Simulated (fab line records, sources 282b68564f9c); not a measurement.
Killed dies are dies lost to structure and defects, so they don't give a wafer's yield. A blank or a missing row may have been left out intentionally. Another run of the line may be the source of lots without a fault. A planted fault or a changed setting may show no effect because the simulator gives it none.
Which tool was responsible? + flow rit_cmos + 13 lots, 39 wafers sampled, at 2 steps of a route of 202

WHAT EACH GAUGE READ, for each wafer
RIT_M1_CD_MEAS_90 targets a cd of 2600 nm. Usual: 2600.2 nm for cd_nm, sd 2.9.
| lot  | measured    | on        | cd_nm (nm)           | flag |
|------|-------------|-----------|----------------------|------|
| L480 | day 3 08:32 | cd_sem-01 | 2599.4 2602.3 2601.4 |      |
| L481 | day 3 12:52 | cd_sem-01 | 2601.1 2605.9 2605.0 |      |
| L482 | day 3 16:25 | cd_sem-01 | 2604.1 2603.9 2606.8 |      |
| L483 | day 3 22:55 | cd_sem-02 | 2596.2 2596.6 2597.6 |      |
| L486 | day 4 13:28 | cd_sem-02 | 2603.2 2600.9 2600.5 |      |
| L487 | day 4 17:14 | cd_sem-02 | 2599.6 2610.2 2611.6 |      |
| L490 | day 5 15:10 | cd_sem-01 | 2599.3 2610.1 2612.0 |      |
| L495 | day 6 10:58 | cd_sem-01 | 2600.2 2602.5 2601.2 |      |
| L494 | day 6 11:33 | cd_sem-01 | 2601.4 2602.8 2599.2 |      |
| L497 | day 6 23:34 | cd_sem-02 | 2597.5 2598.1 2597.8 |      |
| L499 | day 7 07:09 | cd_sem-02 | 2598.3 2602.3 2598.9 |      |
| L501 | day 7 17:53 | cd_sem-02 | 2601.6 2600.6 2601.1 |      |
| L502 | day 7 22:25 | cd_sem-02 | 2600.3 2599.1 2600.3 |      |

TOOL THAT RAN EACH LOT (tool first, then ch and the chambers of the sampled wafers, then the start)
| lot  | RIT_M1_METAL_ETCH_12             |
|------|----------------------------------|
| L480 | rie_metal-02 ch 0, day 3 08:00   |
| L481 | rie_metal-01 ch 0,1, day 3 12:22 |
| L482 | rie_metal-04 ch 0,1, day 3 15:54 |
| L483 | rie_metal-02 ch 0,1, day 3 22:24 |
| L486 | rie_metal-02 ch 0,1, day 4 12:56 |
| L487 | rie_metal-01 ch 0,1, day 4 16:44 |
| L490 | rie_metal-01 ch 0,1, day 5 14:40 |
| L495 | rie_metal-04 ch 0,1, day 6 10:26 |
| L494 | rie_metal-02 ch 1, day 6 10:52   |
| L497 | rie_metal-02 ch 1, day 6 23:02   |
| L499 | rie_metal-02 ch 0,1, day 7 06:38 |
| L501 | rie_metal-04 ch 0,1, day 7 17:22 |
| L502 | rie_metal-02 ch 0,1, day 7 21:53 |
- RIT_M1_METAL_ETCH_12: etches Al in Cl2/BCl3, stops on SiO2, time 165 s, target depth 600 nm.

AS READ BY THE TOOLS THEMSELVES (means over the sampled wafers that have a number; for cases with no such wafer, the mark the record gives instead)
RIT_M1_METAL_ETCH_12. Usual: drypump_motor_current_A 5.9 A, standard deviation 0.51; oes_product_au 0.772 a.u., standard deviation 0.0097; run_length_s 193.1 s, standard deviation 0.41; throttle_valve_pct 8.33 %, standard deviation 0.067.
| lot  | tool         | drypump_motor_current_A (A) | oes_product_au (a.u.) | run_length_s (s) | throttle_valve_pct (%) | flag |
|------|--------------|-----------------------------|-----------------------|------------------|------------------------|------|
| L480 | rie_metal-02 | 6.6                         | 0.762                 | 193.3            | 8.36                   |      |
| L481 | rie_metal-01 | 5.3                         | 0.765                 | 192.8            | 8.37                   |      |
| L482 | rie_metal-04 | 6.0                         | 0.776                 | 193.4            | 8.27                   |      |
| L483 | rie_metal-02 | 6.4                         | 0.766                 | 193.2            | 8.34                   |      |
| L486 | rie_metal-02 | 6.2                         | 0.772                 | 193.1            | 8.33                   |      |
| L487 | rie_metal-01 | 5.4                         | 0.897                 | 148.9            | 8.36                   | OFF  |
| L490 | rie_metal-01 | 5.4                         | 0.911                 | 149.2            | 8.39                   | OFF  |
| L495 | rie_metal-04 | 6.0                         | 0.785                 | 193.4            | 8.26                   |      |
| L494 | rie_metal-02 | 6.0                         | 0.789                 | 192.7            | 8.32                   |      |
| L497 | rie_metal-02 | 6.0                         | 0.776                 | 192.8            | 8.32                   |      |
| L499 | rie_metal-02 | 6.4                         | 0.767                 | 193.2            | 8.34                   |      |
| L501 | rie_metal-04 | 6.0                         | 0.780                 | 193.5            | 8.27                   |      |
| L502 | rie_metal-02 | 6.2                         | 0.776                 | 193.1            | 8.33                   |      |

THE ANSWER, worked out from the rows above alone
Rule: a lot counts as off when the mean over its wafers that have a number is more than 3 standard deviations away from the usual mean. Also off: a lot with no number at a reading for which 4 or more lots have one. Any other lot the step has rows for is counted as sound. Order of review: gauges by route order, followed by the tools' own readings, for which a lot's mean as printed above is used. At the first step where some lot is off, the reading lying furthest off is the one used; lots without a number count as furthest.
Off: L487, L490, at RIT_M1_METAL_ETCH_12 (run_length_s).
A tool fits if, at that step or a process step before it, it ran every lot that is off, and no sound lot after the first of them. One fits: rie_metal-01 at RIT_M1_METAL_ETCH_12. Its last sound lot is L481 (day 3 12:22), its first lot that is off L487 (day 4 16:44): a fault that began between those two fits.
The tool's own readings at RIT_M1_METAL_ETCH_12 bear it out: on the lots that are off they differ by more than 5 times the standard deviation of the sound lots' means. oes_product_au reads 0.904 a.u. there against 0.774 a.u. on the sound lots; run_length_s reads 149.1 s there against 193.1 s on the sound lots.

WHAT THE SIMULATOR HAD INSERTED
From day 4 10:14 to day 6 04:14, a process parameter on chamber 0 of rie_metal-01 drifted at RIT_M1_METAL_ETCH_12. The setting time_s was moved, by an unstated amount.
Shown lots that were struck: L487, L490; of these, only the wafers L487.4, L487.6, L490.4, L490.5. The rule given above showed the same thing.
